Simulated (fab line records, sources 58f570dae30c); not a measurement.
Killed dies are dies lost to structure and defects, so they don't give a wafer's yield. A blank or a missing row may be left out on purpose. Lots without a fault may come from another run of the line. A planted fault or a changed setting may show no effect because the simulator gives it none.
Chamber matching | flow berkeley_cmos170 | UCB170_V2_CVD_00 on pecvd-04: 3 sister chambers
The step deposits SiO2 from TEOS/O2, target thk 2000 nm, time 250 s. 3 wafers are shown with their chamber, then 8 later ones without.

WAFERS WITH THEIR CHAMBER
wafer  | chamber | rf_fwd_power_W (W)
L200.4 | 0       | 547.7
L199.5 | 1       | 551.3
L203.4 | 2       | 549.4

WAFERS WITHOUT THEIR CHAMBER
wafer  | rf_fwd_power_W (W)
L203.5 | 550.2
L203.6 | 549.6
L207.4 | 548.8
L207.5 | 546.6
L207.6 | 549.2
L208.1 | 548.6
L208.4 | 547.5
L208.5 | 546.9

WHICH CHAMBER EACH WENT THROUGH
wafer  | from the rows above     | in truth
L203.5 | can't be placed: 2 or 1 | 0
L203.6 | 2                       | 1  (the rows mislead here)
L207.4 | can't be placed: 2 or 0 | 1
L207.5 | 0                       | 0
L207.6 | can't be placed: 2 or 0 | 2
L208.1 | can't be placed: 2 or 0 | 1
L208.4 | 0                       | 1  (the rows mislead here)
L208.5 | 0                       | 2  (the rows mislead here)
Placed correctly: 1 of 8. Can't be placed from these rows: 4 (the true chamber is among the candidates in 1). Placed wrongly: 3.
How it was worked out, from the rows above alone: a wafer's distance from a chamber is the root of the sum, over the readings, of the square of ((its reading less the chamber's mean) divided by the reading's scatter). The wafer belongs to the nearest chamber; if the next one is less than 2 further off, it can't be placed. A chamber's mean is the mean of its shown wafers. The scatter: with one shown wafer a chamber, the root of the mean of the squares of how far each hidden wafer lies from its nearest shown one.
